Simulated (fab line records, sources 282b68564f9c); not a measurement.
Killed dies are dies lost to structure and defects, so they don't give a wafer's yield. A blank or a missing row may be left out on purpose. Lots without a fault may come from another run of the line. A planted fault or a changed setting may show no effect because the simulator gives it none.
A struck lot beside a sound one | flow rit_cmos | 17 steps out of a route of 202
Sound: wafers L338.1, L338.3, L338.5. Struck: wafers L347.4, L347.5, L347.6. The cause comes at the end.
At each step with rows: each side's tool, then ch and its chambers, then its first start. Under that, the readings that differ: sound wafers | struck wafers | difference of the means | sigmas: that difference in standard deviations of wafers without a fault.
alike: readings whose means differ by less than 2 such deviations, and words and numbers that are the same on both sides. not compared: withheld readings, readings that some wafer has no value for, bounds like >300 that may hide the same value, and numbers for which the record gives no deviation and whose values overlap.
The two part at a step that has a row with sigmas, a row that says differs or no value, or rows on one side only. Numbers that don't overlap but have no deviation are shown without sigmas and don't part them. A reading that every wafer of one side lacks parts them only if that side has two wafers or more.

first, 2 steps without rows for these wafers: RIT_NRETRO_HARDBAKE_07 (time 120 s); RIT_NRETRO_IMPLANT_08.
RIT_NRETRO_STRIP_09: strips in O2, time 180 s.
  sound on plasma_asher-03 ch 0, day 2 22:43; struck on plasma_asher-04 ch 0,1, day 5 01:17
  alike: drypump_motor_current_A
  not compared: rf_hours_counter_h
RIT_NRETRO_TW_MEAS_10:
  sound on film_metro-01, day 2 22:53; struck on film_metro-02, day 5 01:26
  alike: NRETRO_TW
then, 6 steps without rows for these wafers: RIT_PRETRO_HMDS_00 (prime time 60 s); RIT_PRETRO_COAT_01 (resist thk 1300 nm); RIT_PRETRO_SOFTBAKE_02 (time 60 s); RIT_PRETRO_EXPOSE_03 (exposes mask M5, target cd 43700 nm); RIT_PRETRO_PEB_04; RIT_PRETRO_DEVELOP_05 (develop time 68 s).
RIT_PRETRO_OVL_MEAS_06:
  sound on overlay-01, day 2 23:49; struck on overlay-02, day 5 02:29
  alike: PRETRO_OVL
then, 1 step without rows for these wafers: RIT_PRETRO_HARDBAKE_07 (time 120 s).
RIT_PRETRO_IMPLANT_08:
  sound on implanter-04 ch 0, day 3 00:07; struck on implanter-04 ch 0, day 5 03:08
RIT_PRETRO_STRIP_09: strips in O2, time 180 s.
  sound on plasma_asher-01 ch 0,1, day 3 00:16; struck on plasma_asher-02 ch 0,1, day 5 03:16
  alike: drypump_motor_current_A
  not compared: rf_hours_counter_h
RIT_PRETRO_TW_MEAS_10:
  sound on film_metro-04, day 3 00:26; struck on film_metro-02, day 5 03:25
  reading   | sound       | struck      | difference | sigmas
  PRETRO_TW | 468 468 470 | 590 592 592 | +123       | +36
then, 2 steps without rows for these wafers: RIT_GATE_WET_ETCH_00 (etches SiO2 in BOE, target depth 56 nm, time 60 s); RIT_M1_PROBE_99.

WHERE THEY PART
Only at RIT_PRETRO_TW_MEAS_10, within this record.

WHY: what the simulator had put in
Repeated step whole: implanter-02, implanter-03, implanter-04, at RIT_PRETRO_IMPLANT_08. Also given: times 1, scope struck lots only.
